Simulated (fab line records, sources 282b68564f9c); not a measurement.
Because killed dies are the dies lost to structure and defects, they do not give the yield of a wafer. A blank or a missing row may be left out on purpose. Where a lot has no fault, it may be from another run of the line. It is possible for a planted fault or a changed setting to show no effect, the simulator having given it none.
fab line records | flow rit-cmos
record lots=7 wafers=21 last-day=6
route steps=202 shown SDANNEAL@156 PSD@157 NSD@158 PLDD@159 NLDD@160 SILICIDE@161 CONTACT@168
lots that met no fault: taken from a fault-free run of the same line
start-h: hours from the record's first day to the start of the lot's first wafer shown | wait-h: time in hours since the lot's previous step | " identical to the entry in the row above | L1.1+2: a row that stands for several wafers | - either no value or no given start | * or withheld: withheld | < > ~ a bound
route shown NAME@n: a module of which the file shows steps, and the number in the route of the first | usual: average and standard deviation across the fault-free wafers | same: alike in all rows | chamber/n: place in a boat | sites: the reading at each site | _std_site: standard deviation across them | _edge_site: inner sites' mean taken away from outer sites' mean | radius-mm: how far each site lies from the wafer's centre | mask NAME#n: copy n | behind: the tool/chamber that last shaped the wafer | hold: what put the lot on hold/how long, in hours/how the hold closed | device: the transistor (n, p or np) that didn't switch | end of line: tests run on the same wafers once the route is complete | a step without rows: its recipe alone | killed: the dies lost at the first sort to structure and to defects; this is not the yield of the wafer | map: a wafer's dies, x killed, . not, _ none there
set.NAME: the run value of the setting; set.NAME@STEP: its run value at that earlier step | model.NAME: the simulator's own value behind a step, which no gauge read
lots at selected steps of the route; one table per step, one row per wafer
services: from which hour (start-h, from the record's first day; less than 0 if before it) a tool's chamber was out of use, for how many hours, and why
## steps
# step RIT_SDANNEAL_RTA_03
# recipe temp-c=1050 time-s=5 idle-temp-c=600 ramp-up-c-per-s=342 ramp-down-c-per-s=171 cool-to-c=600 ambient=N2
# usual wafer_temp_C_max=1053.5/1.2
# columns lot.wafer tool chamber start-h wait-h wafer_temp_C_max
L780.1 rtp-anneal-01 0 60.80 0.0 1055.3
L780.5 " 0 " " 1053.5
L780.6 " 0 " " 1054.3
L786.1 rtp-anneal-02 0 91.59 0.0 1052.3
L786.3 " 0 " " 1055.2
L786.4 " 0 " " 1054.2
L787.2 rtp-anneal-02 0 93.65 0.0 1052.4
L787.3 " 0 " " 1051.9
L787.5 " 0 " " 1053.2
L789.1 rtp-anneal-02 0 101.42 0.0 1053.2
L789.2 " 0 " " 1054.7
L789.5 " 0 " " 1054.5
L791.3 rtp-anneal-02 0 111.65 0.0 1053.4
L791.4 " 0 " " 1053.0
L791.5 " 0 " " 1051.6
L792.1 rtp-anneal-02 0 117.33 0.0 1051.4
L792.2 " 0 " " 1053.6
L792.5 " 0 " " 1051.8
L798.2 rtp-anneal-01 0 145.23 0.0 1055.1
L798.4 " 0 " " 1054.2
L798.5 " 0 " " 1052.0
# step RIT_SDANNEAL_RS_MEAS_04
# recipe thk-meas-gauge=four-point-probe
# usual PSD_RS=116.4/0.33
# columns lot.wafer tool chamber start-h wait-h PSD_RS[ohm/sq]
L780.1 film-metro-02 - 60.86 0.0 116.7
L780.5 " - " " 116.5
L780.6 " - " " 116.5
L786.1 film-metro-02 - 91.65 0.0 116.3
L786.3 " - " " 116.1
L786.4 " - " " 116.5
L787.2 film-metro-03 - 93.72 0.1 116.0
L787.3 " - " " 116.3
L787.5 " - " " 116.3
L789.1 film-metro-03 - 101.48 0.0 116.2
L789.2 " - " " 116.1
L789.5 " - " " 116.4
L791.3 film-metro-02 - 111.77 0.1 116.7
L791.4 " - " " 116.9
L791.5 " - " " 116.6
L792.1 film-metro-03 - 117.45 0.1 116.5
L792.2 " - " " 116.2
L792.5 " - " " 116.5
L798.2 film-metro-02 - 145.30 0.1 116.3
L798.4 " - " " 116.8
L798.5 " - " " 116.4
# step RIT_SDANNEAL_RS_MEAS_05
# recipe thk-meas-gauge=four-point-probe
# usual NSD_RS=84.7/0.32
# columns lot.wafer tool chamber start-h wait-h NSD_RS[ohm/sq]
L780.1 film-metro-02 - 60.98 0.1 85.3
L780.5 " - " " 85.0
L780.6 " - " " 85.1
L786.1 film-metro-02 - 91.77 0.1 84.4
L786.3 " - " " 84.3
L786.4 " - " " 84.4
L787.2 film-metro-03 - 93.84 0.1 85.0
L787.3 " - " " 84.9
L787.5 " - " " 84.7
L789.1 film-metro-03 - 101.60 0.1 84.8
L789.2 " - " " 85.0
L789.5 " - " " 84.6
L791.3 film-metro-02 - 111.89 0.1 84.7
L791.4 " - " " 84.9
L791.5 " - " " 85.1
L792.1 film-metro-03 - 117.57 0.1 84.3
L792.2 " - " " 84.3
L792.5 " - " " 84.7
L798.2 film-metro-02 - 145.42 0.1 84.9
L798.4 " - " " 84.6
L798.5 " - " " 84.7
# step RIT_SDANNEAL_RS_MEAS_06
# recipe thk-meas-gauge=four-point-probe
# usual PLDD_RS=178.8/0.52
# columns lot.wafer tool chamber start-h wait-h PLDD_RS[ohm/sq]
L780.1 film-metro-02 - 61.10 0.1 179.3
L780.5 " - " " 178.8
L780.6 " - " " 178.4
L786.1 film-metro-02 - 91.89 0.1 179.1
L786.3 " - " " 178.8
L786.4 " - " " 179.6
L787.2 film-metro-03 - 93.96 0.1 179.1
L787.3 " - " " 179.1
L787.5 " - " " 179.1
L789.1 film-metro-03 - 101.72 0.1 178.0
L789.2 " - " " 178.5
L789.5 " - " " 178.3
L791.3 film-metro-02 - 112.01 0.1 179.7
L791.4 " - " " 179.2
L791.5 " - " " 179.0
L792.1 film-metro-03 - 117.69 0.1 177.8
L792.2 " - " " 178.2
L792.5 " - " " 178.3
L798.2 film-metro-02 - 145.54 0.1 178.9
L798.4 " - " " 179.0
L798.5 " - " " 178.9
# step RIT_SDANNEAL_RS_MEAS_07
# recipe thk-meas-gauge=four-point-probe
# usual NLDD_RS=149.1/0.72
# columns lot.wafer tool chamber start-h wait-h NLDD_RS[ohm/sq]
L780.1 film-metro-02 - 61.22 0.1 149.0
L780.5 " - " " 149.4
L780.6 " - " " 148.7
L786.1 film-metro-02 - 92.01 0.1 149.0
L786.3 " - " " 148.3
L786.4 " - " " 149.6
L787.2 film-metro-03 - 94.08 0.1 148.7
L787.3 " - " " 148.3
L787.5 " - " " 148.3
L789.1 film-metro-03 - 101.84 0.1 149.4
L789.2 " - " " 149.7
L789.5 " - " " 149.1
L791.3 film-metro-02 - 112.13 0.1 149.5
L791.4 " - " " 150.1
L791.5 " - " " 150.3
L792.1 film-metro-03 - 117.81 0.1 149.2
L792.2 " - " " 149.2
L792.5 " - " " 148.9
L798.2 film-metro-02 - 145.66 0.1 149.2
L798.4 " - " " 149.8
L798.5 " - " " 149.3
# step RIT_SILICIDE_WET_ETCH_00
# recipe chemistry=BOE target=SiO2 target-depth-nm=14 time-s=15 dry=n2-spin dilution=10:1 temp-c=21.5
# step RIT_SILICIDE_SPUTTER_01
# recipe material=Ti target-thk-nm=30 power-w=350 chamber-pressure-pa=0.667 gas=Ar time-s=244.7 substrate-temp-c=25
# usual cathode-dc-power-W=350.00/0.058 throttle-valve-pct=30.0/1.1
# columns lot.wafer tool chamber start-h wait-h cathode-dc-power-W throttle-valve-pct
L780.1 pvd-sputter-02 - 61.37 0.0 350.02 30.5
L780.5 " - " " 350.09 30.3
L780.6 " - " " 349.99 29.2
L786.1 pvd-sputter-02 - 92.14 0.0 350.03 29.1
L786.3 " - " " 349.95 29.2
L786.4 " - " " 350.11 29.7
L787.2 pvd-sputter-01 - 94.19 0.0 349.93 28.7
L787.3 " - " " 349.96 31.7
L787.5 " - " " 349.97 29.6
L789.1 pvd-sputter-01 - 101.97 0.0 349.93 29.5
L789.2 " - " " 350.01 28.8
L789.5 " - " " 349.92 31.3
L791.3 pvd-sputter-04 - 112.22 0.0 349.92 32.1
L791.4 " - " " 350.06 29.4
L791.5 " - " " 349.93 30.4
L792.1 pvd-sputter-02 - 117.94 0.0 350.00 29.2
L792.2 " - " " 350.05 30.4
L792.5 " - " " 349.98 30.3
L798.2 pvd-sputter-01 - 145.77 0.0 350.07 28.3
L798.4 " - " " 350.03 31.6
L798.5 " - " " 349.93 29.7
# step RIT_SILICIDE_RS_MEAS_02
# recipe thk-meas-gauge=four-point-probe reads=Ti_of_SILICIDE_SPUTTER_01
# usual SILICIDE_TI_RS=46.8/0.64
# columns lot.wafer tool chamber start-h wait-h SILICIDE_TI_RS[ohm/sq]
L780.1 film-metro-04 - 61.52 0.1 47.1
L780.5 " - " " 47.3
L780.6 " - " " 47.3
L786.1 film-metro-01 - 92.29 0.1 46.6
L786.3 " - " " 46.7
L786.4 " - " " 46.5
L787.2 film-metro-01 - 94.36 0.1 46.9
L787.3 " - " " 47.0
L787.5 " - " " 46.2
L789.1 film-metro-01 - 102.12 0.1 45.6
L789.2 " - " " 46.3
L789.5 " - " " 46.5
L791.3 film-metro-03 - 112.41 0.1 47.1
L791.4 " - " " 47.3
L791.5 " - " " 46.7
L792.1 film-metro-01 - 118.09 0.1 46.6
L792.2 " - " " 46.9
L792.5 " - " " 46.7
L798.2 film-metro-03 - 145.94 0.1 47.0
L798.4 " - " " 47.8
L798.5 " - " " 46.7
# step RIT_SILICIDE_THK_MEAS_03
# recipe thk-meas-gauge=xrf reads=Ti_of_SILICIDE_SPUTTER_01
# usual SILICIDE_TI_THK=31.0/0.35
# columns lot.wafer tool chamber start-h wait-h SILICIDE_TI_THK[nm]
L780.1 film-metro-04 - 61.64 0.1 30.7
L780.5 " - " " 30.9
L780.6 " - " " 30.5
L786.1 film-metro-01 - 92.41 0.1 31.0
L786.3 " - " " 31.1
L786.4 " - " " 31.1
L787.2 film-metro-01 - 94.47 0.1 31.0
L787.3 " - " " 30.9
L787.5 " - " " 31.4
L789.1 film-metro-01 - 102.24 0.1 31.7
L789.2 " - " " 31.3
L789.5 " - " " 31.1
L791.3 film-metro-03 - 112.51 0.1 30.7
L791.4 " - " " 30.6
L791.5 " - " " 31.0
L792.1 film-metro-01 - 118.21 0.1 31.0
L792.2 " - " " 31.0
L792.5 " - " " 31.1
L798.2 film-metro-03 - 146.05 0.1 30.9
L798.4 " - " " 30.5
L798.5 " - " " 31.3
# step RIT_SILICIDE_RTA_04
# recipe temp-c=650 time-s=10 idle-temp-c=25 ramp-up-s=5 ramp-down-s=5 cool-to-c=25 ambient=N2
# usual wafer_temp_C_max=652.6/0.75
# columns lot.wafer tool chamber start-h wait-h wafer_temp_C_max
L780.1 rtp-anneal-02 0 61.70 0.1 653.2
L780.5 " 0 " " 652.6
L780.6 " 0 " " 652.0
L786.1 rtp-anneal-02 0 92.47 0.1 652.9
L786.3 " 0 " " 652.5
L786.4 " 0 " " 653.0
L787.2 rtp-anneal-02 0 94.53 0.1 653.1
L787.3 " 0 " " 653.9
L787.5 " 0 " " 653.0
L789.1 rtp-anneal-02 0 102.30 0.1 652.5
L789.2 " 0 " " 654.3
L789.5 " 0 " " 653.5
L791.3 rtp-anneal-02 0 112.59 0.1 653.3
L791.4 " 0 " " 652.9
L791.5 " 0 " " 652.4
L792.1 rtp-anneal-02 0 118.27 0.1 653.2
L792.2 " 0 " " 652.4
L792.5 " 0 " " 653.2
L798.2 rtp-anneal-01 0 146.11 0.1 651.4
L798.4 " 0 " " 652.3
L798.5 " 0 " " 651.4
# step RIT_SILICIDE_WET_ETCH_05
# recipe chemistry=SPM target=Ti temp-c=90 time-s=120 dry=n2-spin
# step RIT_SILICIDE_RTA_06
# recipe temp-c=750 time-s=10 idle-temp-c=25 ramp-up-s=5 ramp-down-s=10 cool-to-c=25 ambient=N2
# usual wafer_temp_C_max=753.0/0.82
# columns lot.wafer tool chamber start-h wait-h wafer_temp_C_max
L780.1 rtp-anneal-01 0 61.81 0.0 752.3
L780.5 " 0 " " 752.6
L780.6 " 0 " " 753.2
L786.1 rtp-anneal-02 0 92.58 0.0 755.0
L786.3 " 0 " " 753.3
L786.4 " 0 " " 752.9
L787.2 rtp-anneal-02 0 94.64 0.0 753.4
L787.3 " 0 " " 752.7
L787.5 " 0 " " 753.4
L789.1 rtp-anneal-02 0 102.42 0.0 753.2
L789.2 " 0 " " 755.2
L789.5 " 0 " " 753.7
L791.3 rtp-anneal-02 0 112.77 0.0 752.8
L791.4 " 0 " " 752.9
L791.5 " 0 " " 752.8
L792.1 rtp-anneal-02 0 118.45 0.0 753.4
L792.2 " 0 " " 753.4
L792.5 " 0 " " 754.3
L798.2 rtp-anneal-01 0 146.22 0.0 751.4
L798.4 " 0 " " 751.8
L798.5 " 0 " " 752.3
# step RIT_CONTACT_CVD_00
# recipe material=SiO2 target-thk-nm=400 precursor=TEOS temp-c=390 time-s=63.96 rf-w=400
# usual heater-power-w=313/77
# columns lot.wafer tool chamber start-h wait-h heater-power-w since-wet-clean-h
L780.1 pecvd-01 1 61.87 0.1 273 1398
L780.5 " 2 " " 334 -
L780.6 " 0 " " 450 -
L786.1 pecvd-01 2 92.65 0.1 324 1429
L786.3 " 2 " " 327 -
L786.4 " 0 " " 400 -
L787.2 pecvd-03 1 94.70 0.0 318 245
L787.3 " 2 " " 308 245
L787.5 " 0 " " 222 -
L789.1 pecvd-01 2 102.49 0.1 329 1439
L789.2 " 0 " " 482 1439
L789.5 " 0 " " 392 -
L789.1 pecvd-01 2 102.73 0.2 324 -
L789.2 " 0 " " 472 -
L789.5 " 0 " " 385 -
L791.3 pecvd-04 0 112.86 0.1 438 1059
L791.4 " 1 " " 189 -
L791.5 " 2 " " 278 -
L791.3 pecvd-04 0 113.08 0.2 447 -
L791.4 " 1 " " 181 -
L791.5 " 2 " " 279 -
L792.1 pecvd-01 2 118.58 0.1 344 1455
L792.2 " 0 " " 374 1455
L792.5 " 2 " " 350 -
L792.1 pecvd-01 2 118.80 0.2 328 -
L792.2 " 0 " " 369 -
L792.5 " 2 " " 333 -
L798.2 pecvd-01 2 146.27 0.0 348 1483
L798.4 " 2 " " 246 -
L798.5 " 1 " " 251 -
# step RIT_CONTACT_THK_MEAS_01
# recipe reads=SiO2_of_CONTACT_CVD_00
# usual CONTACT_TEOS_THK=418/6.7
# columns lot.wafer tool chamber start-h wait-h CONTACT_TEOS_THK[nm]
L780.1 film-metro-02 - 61.93 0.0 427
L780.5 " - " " 425
L780.6 " - " " 429
L786.1 film-metro-02 - 92.73 0.1 420
L786.3 " - " " 423
L786.4 " - " " 419
L787.2 film-metro-02 - 94.76 0.0 409
L787.3 " - " " 411
L787.5 " - " " 427
L789.1 film-metro-01 - 102.80 0.1 832
L789.2 " - " " 834
L789.5 " - " " 846
L791.3 film-metro-04 - 113.15 0.0 832
L791.4 " - " " 831
L791.5 " - " " 838
L792.1 film-metro-02 - 118.85 0.0 841
L792.2 " - " " 857
L792.5 " - " " 861
L798.2 film-metro-04 - 146.34 0.0 421
L798.4 " - " " 426
L798.5 " - " " 430
# step RIT_CONTACT_HMDS_02
# recipe prime-time-s=60 prime-temp-c=140
# step RIT_CONTACT_COAT_03
# recipe resist=NOVOLAK spin-rpm=3250 resist-thk-nm=1000
# step RIT_CONTACT_SOFTBAKE_04
# recipe resist=NOVOLAK temp-c=90 time-s=60
# step RIT_CONTACT_EXPOSE_05
# recipe mask-id=M11 na=0.6 source-shape=conventional sigma-outer=0.5 target-cd-nm=1000 dose-mj=250
# step RIT_CONTACT_PEB_06
# recipe resist=NOVOLAK temp-c=withheld time-s=withheld
# step RIT_CONTACT_DEVELOP_07
# recipe resist=NOVOLAK develop-time-s=120 dev-temp-c=23
# step RIT_CONTACT_CD_MEAS_08
# recipe target-cd-nm=1000
# usual cd-nm=1000.1/2.3
# columns lot.wafer tool chamber start-h wait-h cd-nm
L780.1 cd-sem-01 - 62.95 - 1002.2
L780.5 " - " " 1003.2
L780.6 " - " " 1003.2
L786.1 cd-sem-01 - 93.75 - 999.5
L786.3 " - " " 1001.4
L786.4 " - " " 1000.7
L787.2 cd-sem-02 - 95.92 - 998.7
L787.3 " - " " 998.4
L787.5 " - " " 998.8
L789.1 cd-sem-02 - 103.83 - 1000.4
L789.2 " - " " 1000.9
L789.5 " - " " 1002.1
L791.3 cd-sem-01 - 114.32 - 995.3
L791.4 " - " " 995.7
L791.5 " - " " 996.8
L792.1 cd-sem-02 - 119.88 - 999.8
L792.2 " - " " 998.4
L792.5 " - " " 999.4
L798.2 cd-sem-02 - 147.37 - 994.3
L798.4 " - " " 995.3
L798.5 " - " " 993.8
# step RIT_CONTACT_OVL_MEAS_09
# usual CONTACT_OVL=-0.7/1.4
# columns lot.wafer tool chamber start-h wait-h CONTACT_OVL[nm]
L780.1 overlay-01 - 63.07 0.1 -1.4
L780.5 " - " " -4.9
L780.6 " - " " -3.1
L786.1 overlay-02 - 93.87 0.1 1.1
L786.3 " - " " 2.4
L786.4 " - " " 1.1
L787.2 overlay-02 - 96.03 0.1 -0.5
L787.3 " - " " 0.9
L787.5 " - " " -1.5
L789.1 overlay-01 - 103.98 0.1 1.6
L789.2 " - " " 0.5
L789.5 " - " " 0.7
L791.3 overlay-02 - 114.41 0.1 1.5
L791.4 " - " " -0.7
L791.5 " - " " 2.3
L792.1 overlay-01 - 120.00 0.1 0.7
L792.2 " - " " -1.3
L792.5 " - " " -0.6
L798.2 overlay-01 - 147.48 0.1 -1.2
L798.4 " - " " -1.2
L798.5 " - " " -2.2
# step RIT_CONTACT_HARDBAKE_10
# recipe resist=NOVOLAK temp-c=140 time-s=60
# step RIT_CONTACT_ETCH_11
# recipe target-depth-a=4800 over-etch-frac=0.2 stop-on=TiSi2 chemistry=CHF3/CF4/Ar target=SiO2 CHF3_flow_sccm=50 cf4-flow-sccm=10 Ar_flow_sccm=100 O2_flow_sccm=5 pressure-mtorr=100 rf-w=202.7 time-s=320
# usual drypump-motor-current-A=5.7/0.4 oes-product-au=0.989/0.015 throttle-valve-pct=8.89/0.12
# columns lot.wafer tool chamber start-h wait-h drypump-motor-current-A oes-product-au rf-hours-counter-h throttle-valve-pct model.CONTACT.feature-depth-nm model.etch.depth-nm
L780.1 rie-diel-02 1 63.26 0.1 5.3 0.956 94 8.84 427.1 427.1
L780.5 " 3 " " 5.0 0.995 - 9.10 425.4 425.4
L780.6 " 1 " " 5.3 0.969 - 8.86 428.7 428.7
L786.1 rie-diel-04 3 94.06 0.1 6.1 1.011 4 8.87 419.3 419.3
L786.3 " 1 " " 5.6 0.984 160 8.82 422.7 422.7
L786.4 " 3 " " 6.1 1.008 - 8.88 418.4 418.4
L787.2 rie-diel-01 3 96.21 0.1 5.7 0.983 118 8.85 409.6 409.6
L787.3 " 0 " " 5.5 0.982 8 9.10 410.8 410.8
L787.5 " 0 " " 5.5 0.979 - 9.10 426.2 426.2
L789.1 rie-diel-01 2 104.17 0.1 6.4 1.007 117 8.74 479.6 479.6
L789.2 " 0 " " 5.5 0.991 9 9.11 481.9 481.9
L789.5 " 3 " " 5.7 1.002 - 8.85 482.4 482.4
L791.3 rie-diel-02 3 114.62 0.1 5.0 1.006 14 9.09 474.6 474.6
L791.4 " 2 " " 5.6 1.002 - 8.83 491.8 491.8
L791.5 " 3 " " 5.0 1.000 - 9.09 476.5 476.5
L792.1 rie-diel-04 0 120.18 0.1 5.9 1.005 1 8.97 479 479
L792.2 " 3 " " 6.1 1.024 5 8.88 475.7 475.7
L792.5 " 0 " " 5.8 1.007 - 8.99 473.8 473.8
L798.2 rie-diel-04 0 147.66 0.1 5.9 0.993 2 8.99 420.9 420.9
L798.4 " 2 " " 5.1 0.990 - 8.77 425.9 425.9
L798.5 " 3 " " 6.1 1.016 - 8.86 429.9 429.9
# step RIT_CONTACT_STRIP_12
# recipe chemistry=O2 time-s=180 resist=NOVOLAK platen-temp-c=withheld power-w=500 pressure-mtorr=4000 o2-flow-sccm=4000
# usual drypump-motor-current-A=5.6/0.34
# columns lot.wafer tool chamber start-h wait-h drypump-motor-current-A rf-hours-counter-h
L780.1 plasma-asher-01 1 63.45 0.1 5.6 43
L780.5 " 0 " " 5.9 -
L780.6 " 1 " " 5.6 -
L786.1 plasma-asher-02 0 94.25 0.1 5.9 43
L786.3 " 1 " " 4.9 -
L786.4 " 0 " " 5.9 -
L787.2 plasma-asher-01 1 96.40 0.1 5.6 47
L787.3 " 1 " " 5.6 -
L787.5 " 0 " " 5.9 -
L789.1 plasma-asher-01 0 104.36 0.1 5.9 47
L789.2 " 1 " " 5.6 47
L789.5 " 0 " " 5.9 -
L791.3 plasma-asher-01 1 114.87 0.2 5.6 -
L791.4 " 0 " " 5.9 -
L791.5 " 0 " " 5.9 -
L792.1 plasma-asher-01 1 120.38 0.1 5.6 50
L792.2 " 0 " " 5.9 50
L792.5 " 1 " " 5.6 -
L798.2 plasma-asher-01 0 147.85 0.1 5.9 53
L798.4 " 1 " " 5.6 -
L798.5 " 0 " " 5.9 -
# step RIT_CONTACT_CD_MEAS_90
# recipe target-cd-nm=1000
# usual cd-nm=1000.2/2.2
# columns lot.wafer tool chamber start-h wait-h cd-nm
L780.1 cd-sem-01 - 63.63 0.1 1002.6
L780.5 " - " " 1003.1
L780.6 " - " " 1003.2
L786.1 cd-sem-01 - 94.43 0.1 999.6
L786.3 " - " " 1002.1
L786.4 " - " " 1000.9
L787.2 cd-sem-02 - 96.59 0.1 998.2
L787.3 " - " " 998.6
L787.5 " - " " 999.0
L789.1 cd-sem-02 - 104.54 0.1 1000.1
L789.2 " - " " 1001.5
L789.5 " - " " 1002.0
L791.3 cd-sem-02 - 115.03 0.1 994.8
L791.4 " - " " 996.0
L791.5 " - " " 996.2
L792.1 cd-sem-02 - 120.55 0.1 999.6
L792.2 " - " " 998.7
L792.5 " - " " 999.2
L798.2 cd-sem-01 - 148.05 0.1 993.8
L798.4 " - " " 995.6
L798.5 " - " " 994.5
# step RIT_CONTACT_CLEAN_13
# recipe chemistry=SC1 mix=3:3:50 time-s=600 temp-c=75
# columns lot.wafer tool chamber start-h wait-h model.SiO2_of_CONTACT_CVD_00.thk-nm
L780.1 wet-bench-04 2 63.75 0.1 423
L780.5 " 2 " " 421.3
L780.6 " 2 " " 424.6
L786.1 wet-bench-01 3 94.55 0.1 415.2
L786.3 " 3 " " 418.6
L786.4 " 3 " " 414.4
L787.2 wet-bench-04 0 96.69 0.1 405.4
L787.3 " 0 " " 406.7
L787.5 " 0 " " 422
L789.1 wet-bench-04 1 104.66 0.1 826.7
L789.2 " 1 " " 829.6
L789.5 " 1 " " 841.5
L791.3 wet-bench-04 3 115.11 0.1 828.4
L791.4 " 3 " " 827
L791.5 " 3 " " 834.1
L792.1 wet-bench-04 2 120.67 0.1 837.2
L792.2 " 2 " " 852.9
L792.5 " 2 " " 857.1
L798.2 wet-bench-02 0 148.15 0.1 416.8
L798.4 " 0 " " 421.7
L798.5 " 0 " " 425.8
# step RIT_CONTACT_CLEAN_14
# recipe chemistry=SC2 mix=3:3:50 time-s=600 temp-c=75 dry=n2-spin
## services
# columns tool chamber start-h hours kind
wet-bench-02 - 48.57 4.4 pm
rie-diel-02 2 54.87 9.7 repair
pvd-sputter-02 - 55.85 1.5 repair
rie-diel-02 1 56.41 3.8 repair
wet-bench-02 - 56.50 6.5 repair
rie-diel-04 - 57.63 14.6 pm
rie-diel-04 2 74.62 21.4 repair
rtp-anneal-01 - 76.97 56.8 pm
pecvd-01 1 87.87 16.6 repair
rie-diel-04 2 100.12 16.7 repair
rie-diel-02 0 102.34 1.8 repair
pvd-sputter-01 - 104.00 3.0 repair
pvd-sputter-02 - 105.15 1.0 repair
pvd-sputter-04 - 114.42 0.7 repair
pvd-sputter-01 - 114.94 0.8 repair
pecvd-01 1 123.04 6.6 repair
pvd-sputter-02 - 127.46 31.8 repair
pecvd-03 1 128.76 14.4 repair
pecvd-03 0 133.02 20.5 repair
rtp-anneal-02 - 133.77 3.7 pm
pvd-sputter-01 - 136.50 3.9 repair
rie-diel-04 1 144.01 10.2 repair
pvd-sputter-02 - 147.17 3.8 repair
rie-diel-02 1 147.97 7.0 repair
## key
first-sign step=RIT_CONTACT_CVD_00 reading=visit direction=added
effect step=RIT_CONTACT_THK_MEAS_01 reading=CONTACT_TEOS_THK direction=up sigmas=63 usual=418 struck=841
model-effect step=RIT_CONTACT_ETCH_11 value=CONTACT.feature-depth-nm without=423 struck=479.5
model-effect step=RIT_CONTACT_CLEAN_13 value=SiO2_of_CONTACT_CVD_00.thk-nm without=418.9 struck=837.2
met-at RIT_CONTACT_CVD_00
struck-wafers L789.1,L789.2,L789.5,L791.3,L791.4,L791.5,L792.1,L792.2,L792.5
later-rows-left-out L789.1,L789.2,L789.5,L791.3,L791.4,L791.5,L792.1,L792.2,L792.5
sort-left-out L789.1,L789.2,L789.5,L791.3,L791.4,L791.5,L792.1,L792.2,L792.5
tester-left-out L789,L791,L792
fault kind=repeated-step-whole tool=pecvd-01,pecvd-03,pecvd-04 chamber=- onset-h=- steps=RIT_CONTACT_CVD_00 times=1 scope=struck-lots-only
# tester-left-out: of these lots the tester's yield and bins aren't shown, on N5 and GAA mostly nor the transistor test; their killed dies are dies lost to structure and defects alone, not to doping, threshold or leakage, so they don't give the yield
# sort-left-out: the simulated sort isn't trusted on such a fault, so these wafers' sort isn't shown, and their yield isn't known
# later-rows-left-out: the simulator's readings of these wafers behind a module that went badly wrong aren't trusted and aren't shown, but for the sort
